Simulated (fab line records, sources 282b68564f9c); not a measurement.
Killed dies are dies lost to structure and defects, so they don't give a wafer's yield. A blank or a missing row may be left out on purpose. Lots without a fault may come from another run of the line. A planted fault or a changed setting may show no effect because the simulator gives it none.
A struck lot beside a sound one | flow rit_cmos | 39 steps out of a route of 202
Sound: wafers L778.1, L778.5, L778.6. Struck: wafers L781.3, L781.5, L781.6. The cause comes at the end.
At each step with rows: each side's tool, then ch and its chambers, then its first start. Under that, the readings that differ: sound wafers | struck wafers | difference of the means | sigmas: that difference in standard deviations of wafers without a fault.
alike: readings whose means differ by less than 2 such deviations, and words and numbers that are the same on both sides. not compared: withheld readings, readings that some wafer has no value for, bounds like >300 that may hide the same value, and numbers for which the record gives no deviation and whose values overlap.
The two part at a step that has a row with sigmas, a row that says differs or no value, or rows on one side only. Numbers that don't overlap but have no deviation are shown without sigmas and don't part them. A reading that every wafer of one side lacks parts them only if that side has two wafers or more.

first, 3 steps without rows for these wafers: RIT_GATE_EXPOSE_13 (exposes mask M6, target cd 150 nm); RIT_GATE_PEB_14; RIT_GATE_DEVELOP_15 (develop time 50 s).
RIT_GATE_CD_MEAS_16: target cd 150 nm.
  sound on cd_sem-01, day 3 09:46; struck on cd_sem-02, day 3 23:08
  alike: cd_nm
RIT_GATE_OVL_MEAS_17:
  sound on overlay-02, day 3 09:53; struck on overlay-01, day 3 23:13
  alike: GATE_OVL
then, 1 step without rows for these wafers: RIT_GATE_HARDBAKE_18 (time 60 s).
RIT_GATE_ETCH_19: etches poly-Si in SF6/CHF3/O2, stops on SiO2, time 165 s, target depth 312.5 nm.
  sound on rie_si-02 ch 1,2, day 3 10:05; struck on rie_si-01 ch 0,1, day 3 23:24
  alike: drypump_motor_current_A, oes_product_au, throttle_valve_pct
  not compared: rf_hours_counter_h
RIT_GATE_STRIP_20: strips in O2, time 180 s.
  sound on plasma_asher-01 ch 0,1, day 3 10:11; struck on plasma_asher-01 ch 0,1, day 3 23:34
  alike: drypump_motor_current_A
  not compared: rf_hours_counter_h
RIT_GATE_CD_MEAS_90: target cd 150 nm.
  sound on cd_sem-01, day 3 10:22; struck on cd_sem-02, day 3 23:43
  alike: cd_nm
then, 3 steps without rows for these wafers: RIT_REOX_CLEAN_00 (cleans in SC1, time 600 s); RIT_REOX_CLEAN_01 (cleans in dHF, time 30 s); RIT_REOX_CLEAN_02 (cleans in SC2, time 600 s).
RIT_REOX_OXIDATION_03: target thk 25.2 nm, ox time 5580 s.
  sound on furnace-04 ch 0, day 3 10:51; struck on furnace-04 ch 0, day 4 00:10
  reading                                     | sound             | struck            | difference | sigmas
  spike_tc_centre_C (C)                       | 902.4 901.6 902.2 | 910.4 909.4 910.6 | +8.1       | +7
  spike_tc_load_C (C)                         | 925.1 924.6 925.2 | 936.3 935.0 934.9 | +10.4      | +5
  spike_tc_source_C (C)                       | 924.8 924.3 925.2 | 934.5 934.4 932.9 | +9.2       | +7
  model.SiO2_of_REOX_OXIDATION_03.thk_nm (nm) | 24.18 24.43 24.16 | 28.21 28.35 27.91 | +3.90      |
RIT_REOX_THK_MEAS_04:
  sound on film_metro-04, day 3 13:24; struck on film_metro-03, day 4 02:44
  reading             | sound          | struck         | difference | sigmas
  REOX_OXIDE_THK (nm) | 24.1 24.4 24.2 | 28.2 28.3 27.9 | +3.9       | +9
then, 6 steps without rows for these wafers: RIT_NLDD_HMDS_00 (prime time 60 s); RIT_NLDD_COAT_01 (resist thk 1000 nm); RIT_NLDD_SOFTBAKE_02 (time 60 s); RIT_NLDD_EXPOSE_03 (exposes mask M7, target cd 40700 nm); RIT_NLDD_PEB_04; RIT_NLDD_DEVELOP_05 (develop time 50 s).
RIT_NLDD_OVL_MEAS_06:
  sound on overlay-01, day 3 14:19; struck on overlay-02, day 4 03:54
  alike: NLDD_OVL
then, 2 steps without rows for these wafers: RIT_NLDD_HARDBAKE_07 (time 60 s); RIT_NLDD_IMPLANT_08.
RIT_NLDD_STRIP_09: strips in O2, time 180 s.
  sound on plasma_asher-03 ch 0,1, day 3 14:38; struck on plasma_asher-03 ch 0,1, day 4 04:17
  alike: drypump_motor_current_A
  not compared: rf_hours_counter_h
RIT_NLDD_TW_MEAS_10:
  sound on film_metro-03, day 3 14:49; struck on film_metro-04, day 4 04:25
  alike: NLDD_TW
then, 6 steps without rows for these wafers: RIT_PLDD_HMDS_00 (prime time 60 s); RIT_PLDD_COAT_01 (resist thk 1000 nm); RIT_PLDD_SOFTBAKE_02 (time 60 s); RIT_PLDD_EXPOSE_03 (exposes mask M8, target cd 40900 nm); RIT_PLDD_PEB_04; RIT_PLDD_DEVELOP_05 (develop time 50 s).
RIT_PLDD_OVL_MEAS_06:
  sound on overlay-01, day 3 15:50; struck on overlay-01, day 4 05:27
  alike: PLDD_OVL
then, 2 steps without rows for these wafers: RIT_PLDD_HARDBAKE_07 (time 60 s); RIT_PLDD_IMPLANT_08.
RIT_PLDD_STRIP_09: strips in O2, time 180 s.
  sound on plasma_asher-03 ch 0,1, day 3 16:10; struck on plasma_asher-03 ch 0,1, day 4 05:50
  alike: drypump_motor_current_A
  not compared: rf_hours_counter_h
RIT_PLDD_TW_MEAS_10:
  sound on film_metro-03, day 3 16:21; struck on film_metro-01, day 4 05:58
  alike: PLDD_TW
RIT_SPACER_CLEAN_00: cleans in SC1, time 600 s.
  sound on wet_bench-04 ch 3, day 3 16:25; struck on wet_bench-04 ch 2, day 4 06:01
  reading                                     | sound             | struck            | difference | sigmas
  model.SiO2_of_REOX_OXIDATION_03.thk_nm (nm) | 22.29 22.53 22.27 | 26.04 26.18 25.75 | +3.63      |
then, 1 step without rows for these wafers: RIT_SPACER_CLEAN_01 (cleans in dHF, time 30 s).
RIT_M1_PROBE_99:
  sound on prober-02, day 4 05:41; struck on prober-02, day 4 19:44
  reading                             | sound             | struck            | difference | sigmas
  model.etest.pmos_turned.r_on_ohm_um | 3402 3400 3425    | 3978 4012 3906    | +556       |
  model.etest.pmos_0p3.r_on_ohm_um    | 6224 6222 6253    | 6413 6485 6410    | +203       |
  model.etest.pmos_0p15.r_on_ohm_um   | 2731 2720 2784    | 3017 3050 2985    | +272       |
  model.etest.pldd.rs_ohm_sq          | 488.2 495.9 487.5 | 708.6 726.1 676.5 | +213.2     |
  model.etest.nmos_0p3.r_on_ohm_um    | 2129 2104 2154    | 2205 2195 2180    | +64        |
  model.etest.nmos_0p15.r_on_ohm_um   | 1119 1080 1125    | 1209 1204 1190    | +93        |
  model.etest.nmos_turned.drive_ua_um | 339.2 333.8 328   | 266.3 268.1 276.9 | -63.2      |
  model.etest.nldd.rs_ohm_sq          | 357.2 362.3 358.3 | 432.3 433.6 425.5 | +71.2      |
  alike: killed_at_contacts, killed_at_front_end, killed_dies, killed_open, killed_short

WHERE THEY PART
First at RIT_REOX_OXIDATION_03; last, within this record, at RIT_REOX_THK_MEAS_04. Later steps at which nothing parts them and some readings are alike: RIT_NLDD_OVL_MEAS_06, RIT_NLDD_STRIP_09, RIT_NLDD_TW_MEAS_10, RIT_PLDD_OVL_MEAS_06, RIT_PLDD_STRIP_09, RIT_PLDD_TW_MEAS_10, RIT_M1_PROBE_99.

WHY: what the simulator had put in
Process parameter drift: furnace-04, from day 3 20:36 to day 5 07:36, at RIT_REOX_OXIDATION_03. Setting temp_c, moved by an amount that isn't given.
